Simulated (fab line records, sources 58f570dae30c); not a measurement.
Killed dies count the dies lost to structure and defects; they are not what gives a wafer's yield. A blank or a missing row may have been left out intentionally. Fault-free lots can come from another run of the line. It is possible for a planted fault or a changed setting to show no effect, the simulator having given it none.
Split-lot study	flow berkeleyCmos170	23 wafers read from 5 lots, route of 331 steps

## THE SPLIT ITSELF
At UCB170_ACTIVE_CVD_05 (deposits Si3N4 from SiH2Cl2/NH3, target thk 220 nm, time 3300 s), the setting timeS was moved away from the recipe's 3300 s on 15 of the 23 wafers read, by -13.7% to -10.2%. For the rest of the wafers, this setting stayed at what the recipe calls for.

The file shows no step between the split and the reading.

## THE READING
ACTIVE_NITRIDE_THK, in nm, at UCB170_ACTIVE_THK_MEAS_06. On this fab line, fault-free wafers typically give 220.2 nm with a standard deviation of 2 nm.

wafer	tool, chamber at the split	timeS as run, s	against the recipe	ACTIVE_NITRIDE_THK, nm	against lot-mates on the recipe
L074.1	-, -	3300	recipe	220.5	-
L074.2	-, -	3300	recipe	220.2	-
L074.3	-, -	3300	recipe	219.7	-
L074.5	-, -	3300	recipe	221.4	-
L074.6	-, -	3300	recipe	221.2	-
L077.2	-, -	2865	-13.2%	194.6	no lot-mate on the recipe
L077.3	-, -	2865	-13.2%	195.1	no lot-mate on the recipe
L077.4	-, -	2865	-13.2%	192.9	no lot-mate on the recipe
L077.5	-, -	2865	-13.2%	193.5	no lot-mate on the recipe
L077.6	-, -	2865	-13.2%	195.2	no lot-mate on the recipe
L075.2	lpcvd-01, 1	3300	recipe	218.2	-
L075.3	lpcvd-01, 1	3300	recipe	218.5	-
L075.5	lpcvd-01, 1	3300	recipe	216.3	-
L084.1	-, -	2964	-10.2%	199.4	no lot-mate on the recipe
L084.2	-, -	2964	-10.2%	199.1	no lot-mate on the recipe
L084.3	-, -	2964	-10.2%	198.8	no lot-mate on the recipe
L084.4	-, -	2964	-10.2%	199.6	no lot-mate on the recipe
L084.6	-, -	2964	-10.2%	199.4	no lot-mate on the recipe
L085.1	-, -	2847	-13.7%	189.9	no lot-mate on the recipe
L085.2	-, -	2847	-13.7%	188.8	no lot-mate on the recipe
L085.3	-, -	2847	-13.7%	188.5	no lot-mate on the recipe
L085.5	-, -	2847	-13.7%	188.3	no lot-mate on the recipe
L085.6	-, -	2847	-13.7%	186.8	no lot-mate on the recipe

THE FIT
A straight line over all 23 wafers: ACTIVE_NITRIDE_THK changes by +2.09 nm for each +1% of timeS; r = +0.99; the points scatter about the line by 2.1 nm.
Too few moved wafers have a lot-mate on the recipe to fit a line with each lot's own level taken away.

## THE WHOLE CHAIN: every reading that the file lists as answering this split, in the file's order
step	what it does	reading	change (the file's fit)	r (the file's)
UCB170_ACTIVE_CVD_05	deposits Si3N4 from SiH2Cl2/NH3, target thk 220 nm, time 3300 s	Si3N4_of_ACTIVE_CVD_05.thkNm (the simulator's own value, which no gauge read)	+2.09 nm for each +1% of the setting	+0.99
UCB170_ACTIVE_THK_MEAS_06		ACTIVE_NITRIDE_THK	+2.09 for each +1% of the setting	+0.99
UCB170_ACTIVE_ETCH_15	etches Si3N4 in CH3F/Ar/O2, stops on SiO2, target depth 242 nm, time 151 s	etch.depthNm (the simulator's own value, which no gauge read)	+2.09 nm for each +1% of the setting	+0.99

## FILE'S OWN FIT
ACTIVE_NITRIDE_THK changes by +2.09 nm for each +1% of timeS, r = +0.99.
